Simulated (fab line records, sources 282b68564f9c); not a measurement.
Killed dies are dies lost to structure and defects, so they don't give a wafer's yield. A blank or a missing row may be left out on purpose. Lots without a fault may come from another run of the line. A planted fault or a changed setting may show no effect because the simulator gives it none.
Problem report in the 8D (eight disciplines) form, filled by code | flow rit_cmos | the parts of the form that need people (team, actions taken, sign-off) are left out

1. THE PROBLEM
spin_speed_rpm at RIT_NLDD_COAT_01 reads a mean of 3195.4 rpm on 6 wafers of 2 lots; wafers without a fault read 3249.7 rpm with a standard deviation of 2.5. That is -22 standard deviations from the usual mean.
The step: resist thk 1000 nm.
First seen on wafer L194.2, day 5 20:24, on litho_track-02. The record holds 42 wafers of 14 lots with a number at this step. Rule for "out", or "out of limits": more than 4 standard deviations from the usual mean. The other wafers with a number count as sound.

2. WHAT IT IS AND WHAT IT IS NOT
question                    | is                     | is not
which readings at this step | spin_speed_rpm         | resist_line_temp_C
which lots                  | L194, L195             | L179, L180, L182, L183, L184, L185, L186, L188, L197, L198, L200, L201
which wafers of those lots  | all that have a number | -
read on which tools         | litho_track-02         | litho_track-01, litho_track-03
when                        | from day 5 20:24       | up to then (24 sound wafers); but 12 sound wafers of L197, L198, L200, L201 came after

3. SUSPECTS, AND WHAT RULES EACH OUT
Counting: a tool at a process step up to the reading stays a suspect if it ran every lot that is out and no sound lot after the first of them.
- litho_track-02 at RIT_NLDD_COAT_01 (resist thk 1000 nm): kept. It ran every lot that is out, first L194 (day 5 20:24), and no sound lot after that; its last sound lot up to then is L186 (day 4 03:07). Its own readings are out on those wafers: spin_speed_rpm.
Left after counting: litho_track-02 at RIT_NLDD_COAT_01.

4. THE CAUSE (what the simulator had put in)
Process parameter drift: litho_track-02, from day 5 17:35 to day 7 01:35, at RIT_NLDD_COAT_01. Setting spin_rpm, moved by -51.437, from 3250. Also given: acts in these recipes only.
Counting left only this tool.

5. THE CHAIN OF EFFECTS, in route order
Each row: a reading whose mean over the struck wafers that have a number lies more than 3 standard deviations from the usual. Only readings for which the record gives a usual standard deviation are gone through. hours: the time from each lot's start at the first step in this table that gives one to its start at this step, as a median over the lots. sigmas: the change in usual standard deviations.
hours | step             | reading        | usual      | on struck wafers | change | sigmas
0     | RIT_NLDD_COAT_01 | spin_speed_rpm | 3249.7 rpm | 3195.4           | -54.3  | -22
The process steps in it:
- RIT_NLDD_COAT_01: resist thk 1000 nm.
Later measuring or inspecting steps at which every struck wafer that the step has a row for has a number for every such reading, and none has moved that far: RIT_M1_BOW_MEAS_16.

6. WHAT WOULD HAVE CAUGHT IT SOONER
In this record the first reading out of limits was taken at day 5 20:24, 3 hours after the fault began at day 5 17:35.
